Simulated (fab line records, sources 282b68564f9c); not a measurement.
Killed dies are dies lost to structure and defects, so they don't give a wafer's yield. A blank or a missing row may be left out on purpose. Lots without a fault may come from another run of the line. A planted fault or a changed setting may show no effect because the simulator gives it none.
Problem report in the 8D (eight disciplines) form, filled by code | flow rit_cmos | the parts of the form that need people (team, actions taken, sign-off) are left out

1. THE PROBLEM
PWELL_RS at RIT_WELLDRIVE_RS_MEAS_02 reads a mean of 436.0 ohm/sq on 6 wafers of 2 lots; wafers without a fault read 429.1 ohm/sq with a standard deviation of 1.3. That is +5.3 standard deviations from the usual mean.
The step: measures by four-point-probe.
First seen on wafer L303.1, day 4 14:26, on film_metro-04. The record holds 42 wafers of 14 lots with a number at this step. Rule for "out", or "out of limits": more than 4 standard deviations from the usual mean. The other wafers with a number count as sound.

2. WHAT IT IS AND WHAT IT IS NOT
question                    | is                           | is not
which readings at this step | PWELL_RS                     | -
which lots                  | L303, L304                   | L292, L293, L294, L296, L297, L298, L299, L300, L301, L302, L313, L315
which wafers of those lots  | all that have a number       | -
read on which gauges        | film_metro-01, film_metro-04 | film_metro-02
when                        | from day 4 14:26             | up to then (30 sound wafers); but 6 sound wafers of L313, L315 came after

3. SUSPECTS, AND WHAT RULES EACH OUT
Counting: a tool at a process step up to the reading stays a suspect if it ran every lot that is out and no sound lot after the first of them.
- the gauge at RIT_WELLDRIVE_RS_MEAS_02: ruled out. The wafers that are out were read on 2 gauges (film_metro-01, film_metro-04).
- implanter-03 at RIT_PWELL_IMPLANT_08: kept. It ran every lot that is out, first L303 (day 4 07:56), and no sound lot after that; its last sound lot up to then is L302 (day 4 02:44).
Left after counting: implanter-03 at RIT_PWELL_IMPLANT_08.

4. THE CAUSE (what the simulator had put in)
Process parameter drift: implanter-03, from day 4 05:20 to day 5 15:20, at RIT_PWELL_IMPLANT_08. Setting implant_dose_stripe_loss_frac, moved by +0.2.
Counting left only this tool.

5. THE CHAIN OF EFFECTS, in route order
Each row: a reading whose mean over the struck wafers that have a number lies more than 3 standard deviations from the usual. Only readings for which the record gives a usual standard deviation are gone through. hours: the time from each lot's start at the first step in this table that gives one to its start at this step, as a median over the lots. sigmas: the change in usual standard deviations.
hours | step                     | reading  | usual        | on struck wafers | change | sigmas
0     | RIT_WELLDRIVE_RS_MEAS_02 | PWELL_RS | 429.1 ohm/sq | 436.0            | +6.9   | +5.3

6. WHAT WOULD HAVE CAUGHT IT SOONER
In this record the first reading out of limits at a measuring or inspecting step was taken at day 4 14:26, 9 hours after the fault began at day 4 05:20.
All the lots that are out (2) had begun RIT_PWELL_IMPLANT_08 on implanter-03 by day 4 14:26. A hold on the tool at that time would have spared none of them.
